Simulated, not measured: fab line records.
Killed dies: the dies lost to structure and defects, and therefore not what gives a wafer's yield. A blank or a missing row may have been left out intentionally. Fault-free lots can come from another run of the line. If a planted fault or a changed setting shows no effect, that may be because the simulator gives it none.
fab line records :: flow berkeley_cmos170
record:
  lots: 15
  wafers: 45
  last_day: 11
route steps=331 shown SCREENOX@100 NVT@110 M1@249 M3@325
lots that met no fault: from a run of the same line without faults
start_h: hours from the record's opening day to when the first of the lot's shown wafers began :: wait_h: hours elapsed since this lot's preceding step :: " as in the row above :: L1.1+2: several wafers, shown together as one row :: - value missing, or start not given :: * or withheld: withheld :: < > ~ a bound
route shown NAME@n: a module of which the file shows steps, and the number in the route of the first :: usual: mean/standard deviation taken from wafers without a fault :: same: alike in all rows :: chamber/n: place in a boat :: sites: readings site by site :: _std_site: the standard deviation of these :: _edge_site: the outer-site mean with the inner-site mean subtracted :: radius_mm: for every site, how far away it sits from the centre of the wafer :: mask NAME#n: copy n :: behind: the last tool/chamber to shape the wafer :: hold: why the lot was held/for how many hours/how that ended :: device: which transistor (n, p or np) failed to switch :: end of line: the route-end tests of the same wafers :: step lacking rows: just its recipe :: killed: dies lost to structure and defects at the first sort, not the wafer's yield :: map: per-die view of a wafer (x killed, . not killed, _ where there is no die)
set.NAME: the run value of the setting; set.NAME@STEP: its run value at that earlier step :: model.NAME: the simulator's own value behind a step, which no gauge read
steps of the route over a sample of lots; a table a step, a row a wafer
services: the hour from which a tool's chamber was out of use, counted from the record's first day as start_h (under 0 if before that day), plus the number of hours and why
== steps ==
step: UCB170_SCREENOX_WET_ETCH_00
recipe:
  chemistry: dHF
  dilution: 25:1
  target: SiO2
  temp_c: 25
  time_s: 200
usual:
  bath_heat_duty_pct: 6.6/0.91
  run_length_s: 229/3.5
lot.wafer: L994.3
tool: wet_bench-01
chamber: 2
start_h: 114.32
wait_h: 0.2
bath_heat_duty_pct: 5.3
run_length_s: 232

lot.wafer: L994.4
tool: wet_bench-01
chamber: 2
start_h: 114.32
wait_h: 0.2
bath_heat_duty_pct: 5.2
run_length_s: 232

lot.wafer: L994.5
tool: wet_bench-01
chamber: 2
start_h: 114.32
wait_h: 0.2
bath_heat_duty_pct: 5.6
run_length_s: 232

lot.wafer: L995.3
tool: wet_bench-01
chamber: 3
start_h: 114.32
wait_h: 0.2
bath_heat_duty_pct: 5.8
run_length_s: 233

lot.wafer: L995.4
tool: wet_bench-01
chamber: 3
start_h: 114.32
wait_h: 0.2
bath_heat_duty_pct: 7.3
run_length_s: 233

lot.wafer: L995.5
tool: wet_bench-01
chamber: 3
start_h: 114.32
wait_h: 0.2
bath_heat_duty_pct: 5.9
run_length_s: 233

lot.wafer: L998.2
tool: wet_bench-03
chamber: 1
start_h: 118.05
wait_h: 0.0
bath_heat_duty_pct: 5.5
run_length_s: 228

lot.wafer: L998.4
tool: wet_bench-03
chamber: 1
start_h: 118.05
wait_h: 0.0
bath_heat_duty_pct: 6.2
run_length_s: 228

lot.wafer: L998.6
tool: wet_bench-03
chamber: 1
start_h: 118.05
wait_h: 0.0
bath_heat_duty_pct: 5.9
run_length_s: 228

lot.wafer: L999.2
tool: wet_bench-03
chamber: 0
start_h: 126.50
wait_h: 0.0
bath_heat_duty_pct: -
run_length_s: -

lot.wafer: L999.4
tool: wet_bench-03
chamber: 0
start_h: 126.50
wait_h: 0.0
bath_heat_duty_pct: -
run_length_s: -

lot.wafer: L999.5
tool: wet_bench-03
chamber: 0
start_h: 126.50
wait_h: 0.0
bath_heat_duty_pct: -
run_length_s: -

lot.wafer: L100.2
tool: wet_bench-03
chamber: 1
start_h: 126.50
wait_h: 0.0
bath_heat_duty_pct: -
run_length_s: -

lot.wafer: L100.3
tool: wet_bench-03
chamber: 1
start_h: 126.50
wait_h: 0.0
bath_heat_duty_pct: -
run_length_s: -

lot.wafer: L100.6
tool: wet_bench-03
chamber: 1
start_h: 126.50
wait_h: 0.0
bath_heat_duty_pct: -
run_length_s: -

lot.wafer: L101.1
tool: wet_bench-01
chamber: 2
start_h: 142.78
wait_h: 0.5
bath_heat_duty_pct: -
run_length_s: -

lot.wafer: L101.3
tool: wet_bench-01
chamber: 2
start_h: 142.78
wait_h: 0.5
bath_heat_duty_pct: -
run_length_s: -

lot.wafer: L101.4
tool: wet_bench-01
chamber: 2
start_h: 142.78
wait_h: 0.5
bath_heat_duty_pct: -
run_length_s: -

lot.wafer: L104.3
tool: wet_bench-04
chamber: 3
start_h: 148.30
wait_h: 0.1
bath_heat_duty_pct: 8.2
run_length_s: 233

lot.wafer: L104.5
tool: wet_bench-04
chamber: 3
start_h: 148.30
wait_h: 0.1
bath_heat_duty_pct: 8.3
run_length_s: 233

lot.wafer: L104.6
tool: wet_bench-04
chamber: 3
start_h: 148.30
wait_h: 0.1
bath_heat_duty_pct: 9.0
run_length_s: 233

lot.wafer: L105.1
tool: wet_bench-03
chamber: 0
start_h: 164.35
wait_h: 0.1
bath_heat_duty_pct: 6.2
run_length_s: 226

lot.wafer: L105.5
tool: wet_bench-03
chamber: 0
start_h: 164.35
wait_h: 0.1
bath_heat_duty_pct: 7.0
run_length_s: 226

lot.wafer: L105.6
tool: wet_bench-03
chamber: 0
start_h: 164.35
wait_h: 0.1
bath_heat_duty_pct: 5.9
run_length_s: 226

lot.wafer: L106.4
tool: wet_bench-03
chamber: 1
start_h: 164.35
wait_h: 0.0
bath_heat_duty_pct: 6.5
run_length_s: 226

lot.wafer: L106.5
tool: wet_bench-03
chamber: 1
start_h: 164.35
wait_h: 0.0
bath_heat_duty_pct: 6.4
run_length_s: 226

lot.wafer: L106.6
tool: wet_bench-03
chamber: 1
start_h: 164.35
wait_h: 0.0
bath_heat_duty_pct: 6.0
run_length_s: 226

lot.wafer: L108.4
tool: wet_bench-04
chamber: 3
start_h: 176.30
wait_h: 0.0
bath_heat_duty_pct: 8.8
run_length_s: 233

lot.wafer: L108.5
tool: wet_bench-04
chamber: 3
start_h: 176.30
wait_h: 0.0
bath_heat_duty_pct: 8.7
run_length_s: 233

lot.wafer: L108.6
tool: wet_bench-04
chamber: 3
start_h: 176.30
wait_h: 0.0
bath_heat_duty_pct: 8.7
run_length_s: 233

lot.wafer: L109.3
tool: wet_bench-04
chamber: 1
start_h: 176.30
wait_h: 0.0
bath_heat_duty_pct: 6.7
run_length_s: 232

lot.wafer: L109.4
tool: wet_bench-04
chamber: 1
start_h: 176.30
wait_h: 0.0
bath_heat_duty_pct: 6.5
run_length_s: 232

lot.wafer: L109.5
tool: wet_bench-04
chamber: 1
start_h: 176.30
wait_h: 0.0
bath_heat_duty_pct: 7.2
run_length_s: 232

lot.wafer: L111.1
tool: wet_bench-03
chamber: 0
start_h: 194.23
wait_h: 0.1
bath_heat_duty_pct: 5.8
run_length_s: 226

lot.wafer: L111.4
tool: wet_bench-03
chamber: 0
start_h: 194.23
wait_h: 0.1
bath_heat_duty_pct: 6.4
run_length_s: 226

lot.wafer: L111.5
tool: wet_bench-03
chamber: 0
start_h: 194.23
wait_h: 0.1
bath_heat_duty_pct: 7.0
run_length_s: 226

lot.wafer: L113.2
tool: wet_bench-01
chamber: 2
start_h: 201.73
wait_h: 0.0
bath_heat_duty_pct: 6.9
run_length_s: 223

lot.wafer: L113.4
tool: wet_bench-01
chamber: 2
start_h: 201.73
wait_h: 0.0
bath_heat_duty_pct: 6.1
run_length_s: 223

lot.wafer: L113.6
tool: wet_bench-01
chamber: 2
start_h: 201.73
wait_h: 0.0
bath_heat_duty_pct: 5.6
run_length_s: 223

lot.wafer: L114.3
tool: wet_bench-04
chamber: 3
start_h: 207.23
wait_h: 0.0
bath_heat_duty_pct: 8.1
run_length_s: 234

lot.wafer: L114.4
tool: wet_bench-04
chamber: 3
start_h: 207.23
wait_h: 0.0
bath_heat_duty_pct: 7.4
run_length_s: 234

lot.wafer: L114.6
tool: wet_bench-04
chamber: 3
start_h: 207.23
wait_h: 0.0
bath_heat_duty_pct: 7.3
run_length_s: 234

lot.wafer: L115.1
tool: wet_bench-04
chamber: 1
start_h: 207.23
wait_h: 0.1
bath_heat_duty_pct: 7.8
run_length_s: 232

lot.wafer: L115.2
tool: wet_bench-04
chamber: 1
start_h: 207.23
wait_h: 0.1
bath_heat_duty_pct: 5.7
run_length_s: 232

lot.wafer: L115.5
tool: wet_bench-04
chamber: 1
start_h: 207.23
wait_h: 0.1
bath_heat_duty_pct: 5.6
run_length_s: 232
step: UCB170_NVT_OVL_MEAS_06
usual:
  NVT_OVL: 0/5.6
lot.wafer: L994.3
tool: overlay-02
chamber: -
start_h: 121.18
wait_h: -
NVT_OVL[nm]: -7

lot.wafer: L994.4
tool: overlay-02
chamber: -
start_h: 121.18
wait_h: -
NVT_OVL[nm]: -4

lot.wafer: L994.5
tool: overlay-02
chamber: -
start_h: 121.18
wait_h: -
NVT_OVL[nm]: -8

lot.wafer: L995.3
tool: overlay-02
chamber: -
start_h: 121.39
wait_h: -
NVT_OVL[nm]: 1

lot.wafer: L995.4
tool: overlay-02
chamber: -
start_h: 121.39
wait_h: -
NVT_OVL[nm]: 0

lot.wafer: L995.5
tool: overlay-02
chamber: -
start_h: 121.39
wait_h: -
NVT_OVL[nm]: 1

lot.wafer: L998.2
tool: overlay-01
chamber: -
start_h: 124.98
wait_h: -
NVT_OVL[nm]: 5

lot.wafer: L998.4
tool: overlay-01
chamber: -
start_h: 124.98
wait_h: -
NVT_OVL[nm]: 0

lot.wafer: L998.6
tool: overlay-01
chamber: -
start_h: 124.98
wait_h: -
NVT_OVL[nm]: 11

lot.wafer: L104.3
tool: overlay-01
chamber: -
start_h: 156.64
wait_h: -
NVT_OVL[nm]: -2

lot.wafer: L104.5
tool: overlay-01
chamber: -
start_h: 156.64
wait_h: -
NVT_OVL[nm]: -2

lot.wafer: L104.6
tool: overlay-01
chamber: -
start_h: 156.64
wait_h: -
NVT_OVL[nm]: -3

lot.wafer: L106.4
tool: overlay-02
chamber: -
start_h: 174.81
wait_h: -
NVT_OVL[nm]: -10

lot.wafer: L106.5
tool: overlay-02
chamber: -
start_h: 174.81
wait_h: -
NVT_OVL[nm]: -2

lot.wafer: L106.6
tool: overlay-02
chamber: -
start_h: 174.81
wait_h: -
NVT_OVL[nm]: -2

lot.wafer: L105.1
tool: overlay-01
chamber: -
start_h: 175.07
wait_h: -
NVT_OVL[nm]: 3

lot.wafer: L105.5
tool: overlay-01
chamber: -
start_h: 175.07
wait_h: -
NVT_OVL[nm]: 3

lot.wafer: L105.6
tool: overlay-01
chamber: -
start_h: 175.07
wait_h: -
NVT_OVL[nm]: 3

lot.wafer: L108.4
tool: overlay-02
chamber: -
start_h: 183.75
wait_h: -
NVT_OVL[nm]: 8

lot.wafer: L108.5
tool: overlay-02
chamber: -
start_h: 183.75
wait_h: -
NVT_OVL[nm]: -1

lot.wafer: L108.6
tool: overlay-02
chamber: -
start_h: 183.75
wait_h: -
NVT_OVL[nm]: 4

lot.wafer: L109.3
tool: overlay-02
chamber: -
start_h: 184.02
wait_h: -
NVT_OVL[nm]: -2

lot.wafer: L109.4
tool: overlay-02
chamber: -
start_h: 184.02
wait_h: -
NVT_OVL[nm]: -3

lot.wafer: L109.5
tool: overlay-02
chamber: -
start_h: 184.02
wait_h: -
NVT_OVL[nm]: -2

lot.wafer: L111.1
tool: overlay-01
chamber: -
start_h: 204.81
wait_h: -
NVT_OVL[nm]: -3

lot.wafer: L111.4
tool: overlay-01
chamber: -
start_h: 204.81
wait_h: -
NVT_OVL[nm]: -4

lot.wafer: L111.5
tool: overlay-01
chamber: -
start_h: 204.81
wait_h: -
NVT_OVL[nm]: -4

lot.wafer: L113.2
tool: overlay-01
chamber: -
start_h: 210.80
wait_h: -
NVT_OVL[nm]: -2

lot.wafer: L113.4
tool: overlay-01
chamber: -
start_h: 210.80
wait_h: -
NVT_OVL[nm]: 0

lot.wafer: L113.6
tool: overlay-01
chamber: -
start_h: 210.80
wait_h: -
NVT_OVL[nm]: -2

lot.wafer: L114.3
tool: overlay-01
chamber: -
start_h: 216.79
wait_h: -
NVT_OVL[nm]: -4

lot.wafer: L114.4
tool: overlay-01
chamber: -
start_h: 216.79
wait_h: -
NVT_OVL[nm]: 2

lot.wafer: L114.6
tool: overlay-01
chamber: -
start_h: 216.79
wait_h: -
NVT_OVL[nm]: 5

lot.wafer: L115.1
tool: overlay-02
chamber: -
start_h: 217.02
wait_h: -
NVT_OVL[nm]: 5

lot.wafer: L115.2
tool: overlay-02
chamber: -
start_h: 217.02
wait_h: -
NVT_OVL[nm]: 3

lot.wafer: L115.5
tool: overlay-02
chamber: -
start_h: 217.02
wait_h: -
NVT_OVL[nm]: 1
step: UCB170_M1_ETCH_11
recipe:
  chemistry: N2/H2
  target_depth_a: withheld
  overetch_a: withheld
  target: BARC
  time_s: withheld
  source_w: 500
  bias_w: 100
  pressure_mtorr: 30
  n2_flow_sccm: 100
  h2_flow_sccm: 200
usual:
  bias_w: 100.0/0.33
  chamber_pressure_mTorr: 30.00/0.031
  drypump_motor_current_A: 5.6/0.44
  oes_product_au: 1.000/0.015
  throttle_valve_pct: 13.40/0.16
lot.wafer: L998.2
tool: rie_diel-03
chamber: 0
start_h: 162.03
wait_h: 0.0
bias_w: 100.4
chamber_pressure_mTorr: 29.99
drypump_motor_current_A: 6.0
oes_product_au: 0.992
throttle_valve_pct: 13.44

lot.wafer: L998.4
tool: rie_diel-03
chamber: 2
start_h: 162.03
wait_h: 0.0
bias_w: 100.4
chamber_pressure_mTorr: 29.97
drypump_motor_current_A: 6.5
oes_product_au: 1.014
throttle_valve_pct: 13.66

lot.wafer: L998.6
tool: rie_diel-03
chamber: 0
start_h: 162.03
wait_h: 0.0
bias_w: 99.9
chamber_pressure_mTorr: 30.00
drypump_motor_current_A: 6.0
oes_product_au: 0.993
throttle_valve_pct: 13.44

lot.wafer: L995.3
tool: rie_diel-01
chamber: 0
start_h: 162.17
wait_h: 0.0
bias_w: 99.8
chamber_pressure_mTorr: 30.01
drypump_motor_current_A: 5.6
oes_product_au: 0.980
throttle_valve_pct: 13.11

lot.wafer: L995.4
tool: rie_diel-01
chamber: 1
start_h: 162.17
wait_h: 0.0
bias_w: 99.7
chamber_pressure_mTorr: 30.01
drypump_motor_current_A: 5.8
oes_product_au: 1.003
throttle_valve_pct: 13.33

lot.wafer: L995.5
tool: rie_diel-01
chamber: 3
start_h: 162.17
wait_h: 0.0
bias_w: 99.9
chamber_pressure_mTorr: 30.01
drypump_motor_current_A: 5.9
oes_product_au: 1.005
throttle_valve_pct: 13.27

lot.wafer: L994.3
tool: rie_diel-03
chamber: 0
start_h: 162.30
wait_h: 0.0
bias_w: 100.3
chamber_pressure_mTorr: 29.98
drypump_motor_current_A: 6.0
oes_product_au: 1.007
throttle_valve_pct: 13.45

lot.wafer: L994.4
tool: rie_diel-03
chamber: 3
start_h: 162.30
wait_h: 0.0
bias_w: 100.2
chamber_pressure_mTorr: 29.96
drypump_motor_current_A: 5.6
oes_product_au: 1.010
throttle_valve_pct: 13.30

lot.wafer: L994.5
tool: rie_diel-03
chamber: 3
start_h: 162.30
wait_h: 0.0
bias_w: 100.2
chamber_pressure_mTorr: 29.97
drypump_motor_current_A: 5.6
oes_product_au: 1.009
throttle_valve_pct: 13.32

lot.wafer: L104.3
tool: rie_diel-04
chamber: 1
start_h: 192.92
wait_h: 0.0
bias_w: 99.0
chamber_pressure_mTorr: 30.01
drypump_motor_current_A: 5.1
oes_product_au: 1.003
throttle_valve_pct: 13.59

lot.wafer: L104.5
tool: rie_diel-04
chamber: 1
start_h: 192.92
wait_h: 0.0
bias_w: 100.0
chamber_pressure_mTorr: 30.00
drypump_motor_current_A: 5.1
oes_product_au: 1.014
throttle_valve_pct: 13.60

lot.wafer: L104.6
tool: rie_diel-04
chamber: 2
start_h: 192.92
wait_h: 0.0
bias_w: 100.2
chamber_pressure_mTorr: 30.03
drypump_motor_current_A: 5.7
oes_product_au: 0.979
throttle_valve_pct: 13.54

lot.wafer: L106.4
tool: rie_diel-03
chamber: 1
start_h: 209.56
wait_h: 0.0
bias_w: 99.9
chamber_pressure_mTorr: 29.96
drypump_motor_current_A: 5.6
oes_product_au: 0.974
throttle_valve_pct: 13.32

lot.wafer: L106.5
tool: rie_diel-03
chamber: 3
start_h: 209.56
wait_h: 0.0
bias_w: 99.8
chamber_pressure_mTorr: 29.98
drypump_motor_current_A: 5.6
oes_product_au: 1.006
throttle_valve_pct: 13.31

lot.wafer: L106.6
tool: rie_diel-03
chamber: 2
start_h: 209.56
wait_h: 0.0
bias_w: 100.5
chamber_pressure_mTorr: 30.01
drypump_motor_current_A: 6.6
oes_product_au: 1.001
throttle_valve_pct: 13.67

lot.wafer: L105.1
tool: rie_diel-03
chamber: 2
start_h: 210.68
wait_h: 0.0
bias_w: 99.5
chamber_pressure_mTorr: 29.98
drypump_motor_current_A: 6.6
oes_product_au: 1.028
throttle_valve_pct: 13.66

lot.wafer: L105.5
tool: rie_diel-03
chamber: 1
start_h: 210.68
wait_h: 0.0
bias_w: 100.0
chamber_pressure_mTorr: 29.97
drypump_motor_current_A: 5.6
oes_product_au: 0.979
throttle_valve_pct: 13.31

lot.wafer: L105.6
tool: rie_diel-03
chamber: 2
start_h: 210.68
wait_h: 0.0
bias_w: 99.4
chamber_pressure_mTorr: 29.98
drypump_motor_current_A: 6.6
oes_product_au: 1.025
throttle_valve_pct: 13.67

lot.wafer: L108.4
tool: rie_diel-03
chamber: 3
start_h: 227.39
wait_h: 0.0
bias_w: 100.5
chamber_pressure_mTorr: 29.96
drypump_motor_current_A: 5.6
oes_product_au: 1.003
throttle_valve_pct: 13.29

lot.wafer: L108.5
tool: rie_diel-03
chamber: 0
start_h: 227.39
wait_h: 0.0
bias_w: 100.2
chamber_pressure_mTorr: 29.99
drypump_motor_current_A: 6.0
oes_product_au: 1.007
throttle_valve_pct: 13.45

lot.wafer: L108.6
tool: rie_diel-03
chamber: 1
start_h: 227.39
wait_h: 0.0
bias_w: 99.6
chamber_pressure_mTorr: 29.99
drypump_motor_current_A: 5.6
oes_product_au: 0.966
throttle_valve_pct: 13.34

lot.wafer: L109.3
tool: rie_diel-04
chamber: 0
start_h: 229.47
wait_h: 0.0
bias_w: 100.1
chamber_pressure_mTorr: 29.97
drypump_motor_current_A: 5.1
oes_product_au: 1.000
throttle_valve_pct: 13.35

lot.wafer: L109.4
tool: rie_diel-04
chamber: 1
start_h: 229.47
wait_h: 0.0
bias_w: 100.1
chamber_pressure_mTorr: 29.78
drypump_motor_current_A: 5.1
oes_product_au: 1.010
throttle_valve_pct: 13.59

lot.wafer: L109.5
tool: rie_diel-04
chamber: 2
start_h: 229.47
wait_h: 0.0
bias_w: 100.1
chamber_pressure_mTorr: 30.02
drypump_motor_current_A: 5.7
oes_product_au: 0.978
throttle_valve_pct: 13.54

lot.wafer: L111.1
tool: rie_diel-01
chamber: 0
start_h: 244.68
wait_h: 0.0
bias_w: 100.2
chamber_pressure_mTorr: 29.99
drypump_motor_current_A: 5.6
oes_product_au: 0.988
throttle_valve_pct: 13.11

lot.wafer: L111.4
tool: rie_diel-01
chamber: 3
start_h: 244.68
wait_h: 0.0
bias_w: 99.9
chamber_pressure_mTorr: 30.00
drypump_motor_current_A: 5.9
oes_product_au: 1.003
throttle_valve_pct: 13.25

lot.wafer: L111.5
tool: rie_diel-01
chamber: 1
start_h: 244.68
wait_h: 0.0
bias_w: 99.7
chamber_pressure_mTorr: 30.05
drypump_motor_current_A: 5.8
oes_product_au: 1.012
throttle_valve_pct: 13.32

lot.wafer: L113.2
tool: rie_diel-01
chamber: 2
start_h: 245.67
wait_h: 0.0
bias_w: 99.8
chamber_pressure_mTorr: 30.05
drypump_motor_current_A: 5.3
oes_product_au: 1.005
throttle_valve_pct: 13.48

lot.wafer: L113.4
tool: rie_diel-01
chamber: 3
start_h: 245.67
wait_h: 0.0
bias_w: 100.0
chamber_pressure_mTorr: 30.02
drypump_motor_current_A: 6.0
oes_product_au: 1.003
throttle_valve_pct: 13.27

lot.wafer: L113.6
tool: rie_diel-01
chamber: 3
start_h: 245.67
wait_h: 0.0
bias_w: 100.6
chamber_pressure_mTorr: 29.99
drypump_motor_current_A: 6.0
oes_product_au: 0.999
throttle_valve_pct: 13.27

lot.wafer: L114.3
tool: rie_diel-01
chamber: 0
start_h: 252.93
wait_h: 0.0
bias_w: 99.6
chamber_pressure_mTorr: 30.03
drypump_motor_current_A: 5.6
oes_product_au: 0.997
throttle_valve_pct: 13.12

lot.wafer: L114.4
tool: rie_diel-01
chamber: 1
start_h: 252.93
wait_h: 0.0
bias_w: 99.8
chamber_pressure_mTorr: 30.01
drypump_motor_current_A: 5.8
oes_product_au: 0.998
throttle_valve_pct: 13.31

lot.wafer: L114.6
tool: rie_diel-01
chamber: 3
start_h: 252.93
wait_h: 0.0
bias_w: 100.3
chamber_pressure_mTorr: 29.95
drypump_motor_current_A: 5.9
oes_product_au: 0.997
throttle_valve_pct: 13.25

lot.wafer: L115.1
tool: rie_diel-04
chamber: 2
start_h: 253.17
wait_h: 0.0
bias_w: 99.6
chamber_pressure_mTorr: 30.02
drypump_motor_current_A: 5.7
oes_product_au: 0.977
throttle_valve_pct: 13.55

lot.wafer: L115.2
tool: rie_diel-04
chamber: 1
start_h: 253.17
wait_h: 0.0
bias_w: 99.8
chamber_pressure_mTorr: 30.00
drypump_motor_current_A: 5.1
oes_product_au: 1.019
throttle_valve_pct: 13.59

lot.wafer: L115.5
tool: rie_diel-04
chamber: 2
start_h: 253.17
wait_h: 0.0
bias_w: 99.7
chamber_pressure_mTorr: 30.02
drypump_motor_current_A: 5.7
oes_product_au: 0.973
throttle_valve_pct: 13.54
step: UCB170_M3_OVL_MEAS_16
usual:
  M3_OVL: -2/5.4
lot.wafer: L998.2
tool: overlay-01
chamber: -
start_h: 179.33
wait_h: 0.1
M3_OVL[nm]: -7

lot.wafer: L998.4
tool: overlay-01
chamber: -
start_h: 179.33
wait_h: 0.1
M3_OVL[nm]: -2

lot.wafer: L998.6
tool: overlay-01
chamber: -
start_h: 179.33
wait_h: 0.1
M3_OVL[nm]: -1

lot.wafer: L995.3
tool: overlay-02
chamber: -
start_h: 179.73
wait_h: 0.1
M3_OVL[nm]: 1

lot.wafer: L995.4
tool: overlay-02
chamber: -
start_h: 179.73
wait_h: 0.1
M3_OVL[nm]: 8

lot.wafer: L995.5
tool: overlay-02
chamber: -
start_h: 179.73
wait_h: 0.1
M3_OVL[nm]: 10

lot.wafer: L994.3
tool: overlay-01
chamber: -
start_h: 179.85
wait_h: 0.1
M3_OVL[nm]: -5

lot.wafer: L994.4
tool: overlay-01
chamber: -
start_h: 179.85
wait_h: 0.1
M3_OVL[nm]: -6

lot.wafer: L994.5
tool: overlay-01
chamber: -
start_h: 179.85
wait_h: 0.1
M3_OVL[nm]: -2

lot.wafer: L104.3
tool: overlay-01
chamber: -
start_h: 207.36
wait_h: 0.1
M3_OVL[nm]: 3

lot.wafer: L104.5
tool: overlay-01
chamber: -
start_h: 207.36
wait_h: 0.1
M3_OVL[nm]: -1

lot.wafer: L104.6
tool: overlay-01
chamber: -
start_h: 207.36
wait_h: 0.1
M3_OVL[nm]: -10

lot.wafer: L105.1
tool: overlay-02
chamber: -
start_h: 229.71
wait_h: 0.1
M3_OVL[nm]: 0

lot.wafer: L105.5
tool: overlay-02
chamber: -
start_h: 229.71
wait_h: 0.1
M3_OVL[nm]: 7

lot.wafer: L105.6
tool: overlay-02
chamber: -
start_h: 229.71
wait_h: 0.1
M3_OVL[nm]: -6

lot.wafer: L106.4
tool: overlay-01
chamber: -
start_h: 230.02
wait_h: 0.1
M3_OVL[nm]: -5

lot.wafer: L106.5
tool: overlay-01
chamber: -
start_h: 230.02
wait_h: 0.1
M3_OVL[nm]: -6

lot.wafer: L106.6
tool: overlay-01
chamber: -
start_h: 230.02
wait_h: 0.1
M3_OVL[nm]: -4

lot.wafer: L108.4
tool: overlay-02
chamber: -
start_h: 245.66
wait_h: 0.1
M3_OVL[nm]: -3

lot.wafer: L108.5
tool: overlay-02
chamber: -
start_h: 245.66
wait_h: 0.1
M3_OVL[nm]: -3

lot.wafer: L108.6
tool: overlay-02
chamber: -
start_h: 245.66
wait_h: 0.1
M3_OVL[nm]: -11

lot.wafer: L109.3
tool: overlay-02
chamber: -
start_h: 245.92
wait_h: 0.1
M3_OVL[nm]: 1

lot.wafer: L109.4
tool: overlay-02
chamber: -
start_h: 245.92
wait_h: 0.1
M3_OVL[nm]: 1

lot.wafer: L109.5
tool: overlay-02
chamber: -
start_h: 245.92
wait_h: 0.1
M3_OVL[nm]: -4

lot.wafer: L113.2
tool: overlay-01
chamber: -
start_h: 260.95
wait_h: 0.1
M3_OVL[nm]: 0

lot.wafer: L113.4
tool: overlay-01
chamber: -
start_h: 260.95
wait_h: 0.1
M3_OVL[nm]: -4

lot.wafer: L113.6
tool: overlay-01
chamber: -
start_h: 260.95
wait_h: 0.1
M3_OVL[nm]: -2

lot.wafer: L111.1
tool: overlay-02
chamber: -
start_h: 261.51
wait_h: 0.1
M3_OVL[nm]: 5

lot.wafer: L111.4
tool: overlay-02
chamber: -
start_h: 261.51
wait_h: 0.1
M3_OVL[nm]: -6

lot.wafer: L111.5
tool: overlay-02
chamber: -
start_h: 261.51
wait_h: 0.1
M3_OVL[nm]: -4

lot.wafer: L114.3
tool: overlay-01
chamber: -
start_h: 270.91
wait_h: 0.1
M3_OVL[nm]: 3

lot.wafer: L114.4
tool: overlay-01
chamber: -
start_h: 270.91
wait_h: 0.1
M3_OVL[nm]: -7

lot.wafer: L114.6
tool: overlay-01
chamber: -
start_h: 270.91
wait_h: 0.1
M3_OVL[nm]: 6

lot.wafer: L115.1
tool: overlay-02
chamber: -
start_h: 271.46
wait_h: 0.1
M3_OVL[nm]: -8

lot.wafer: L115.2
tool: overlay-02
chamber: -
start_h: 271.46
wait_h: 0.1
M3_OVL[nm]: -4

lot.wafer: L115.5
tool: overlay-02
chamber: -
start_h: 271.46
wait_h: 0.1
M3_OVL[nm]: -2
== services ==
tool: rie_diel-04
chamber: 1
start_h: 101.14
hours: -
kind: clean

tool: rie_diel-04
chamber: 1
start_h: 101.14
hours: 20.2
kind: scheduled_down

tool: rie_diel-04
chamber: 1
start_h: 101.14
hours: 20.2
kind: vent_cycle

tool: rie_diel-04
chamber: 0
start_h: 118.22
hours: 2.3
kind: repair

tool: rie_diel-03
chamber: 2
start_h: 125.00
hours: 7.5
kind: repair

tool: rie_diel-01
chamber: -
start_h: 139.84
hours: 1.0
kind: repair

tool: rie_diel-03
chamber: 3
start_h: 169.67
hours: 10.1
kind: repair

tool: rie_diel-03
chamber: 3
start_h: 180.94
hours: 9.5
kind: repair

tool: rie_diel-03
chamber: -
start_h: 197.09
hours: 3.0
kind: repair

tool: rie_diel-04
chamber: 3
start_h: 201.36
hours: 11.7
kind: repair

tool: rie_diel-04
chamber: 3
start_h: 240.96
hours: 5.7
kind: repair
== key ==
first_sign:
  step: UCB170_SCREENOX_WET_ETCH_00
  reading: tool_record
  direction: missing
effect none on later readings
met_at UCB170_SCREENOX_WET_ETCH_00
struck_lots L999,L100,L101
later_rows_left_out L999.2,L999.4,L999.5,L100.2,L100.3,L100.6,L101.1,L101.3,L101.4
sort_left_out L999.2,L999.4,L999.5,L100.2,L100.3,L100.6,L101.1,L101.3,L101.4
tester_left_out L999,L100,L101
not_acting_at UCB170_NVT_OVL_MEAS_06,UCB170_M1_ETCH_11,UCB170_M3_OVL_MEAS_16
onset_between 118.05 126.50
fault:
  kind: skipped_step_whole
  tool: wet_bench-01,wet_bench-03
  chamber: -
  onset_h: 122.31
  steps: UCB170_SCREENOX_WET_ETCH_00
  scope: struck_lots_only
tester_left_out: of these lots the tester's yield and bins aren't shown, on N5 and GAA mostly nor the transistor test; their killed dies are dies lost to structure and defects alone, not to doping, threshold or leakage, so they don't give the yield
sort_left_out: the simulated sort isn't trusted on such a fault, so these wafers' sort isn't shown, and their yield isn't known
later_rows_left_out: the simulator's readings of these wafers behind a module that went badly wrong aren't trusted and aren't shown, but for the sort
